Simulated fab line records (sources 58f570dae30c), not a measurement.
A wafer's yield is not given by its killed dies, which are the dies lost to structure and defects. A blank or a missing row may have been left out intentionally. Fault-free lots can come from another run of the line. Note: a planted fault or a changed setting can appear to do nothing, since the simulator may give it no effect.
Matching of chambers ; flow berkeley_cmos170 ; 4 sister chambers for UCB170_V2_CMP_02 on cmp-02
The step polishes SiO2. 14 wafers are shown with their chamber, then 7 later ones without.

## WAFERS, EACH WITH ITS CHAMBER
wafer;chamber;motor_current_A (A)
L753.2;1;14.1
L753.3;3;16.7
L753.5;3;16.4
L755.2;3;16.3
L755.3;1;14.3
L755.5;0;15.8
L756.1;3;16.9
L756.4;2;16.1
L756.5;1;13.4
L760.1;2;16.3
L760.4;3;16.4
L760.5;3;16.7
L767.2;0;15.1
L767.3;3;16.6

SIGNATURES (averages over the wafers above)
reading;chamber 0;chamber 1;chamber 2;chamber 3;scatter within a chamber
motor_current_A;15.450;13.933;16.200;16.571;0.314
Rule: a wafer's distance from a chamber is the root of the sum, over the readings, of the square of ((its reading less the chamber's mean) divided by the reading's scatter). The wafer belongs to the nearest chamber; if the next one is less than 2 further off, it can't be placed. The scatter: the root of (the sum of the squares of (reading less its chamber's mean) over the shown wafers, divided by (wafers less chambers)).

## WAFERS WHOSE CHAMBER IS MISSING
wafer;motor_current_A (A)
L767.4;13.7
L769.1;16.1
L769.4;14.3
L769.6;13.6
L772.1;15.1
L772.2;17.4
L772.5;14.0

## CHAMBER TAKEN BY EACH
wafer;from the rows above;in truth
L767.4;1;1
L769.1;can't be placed: 2 or 3 or 0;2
L769.4;1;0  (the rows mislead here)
L769.6;1;1
L772.1;0;0
L772.2;can't be placed: 3 or 2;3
L772.5;1;1
Correctly placed: 4 of 7. Can't be placed from these rows: 2 (the true chamber is among the candidates in 2). 1 placed wrongly.
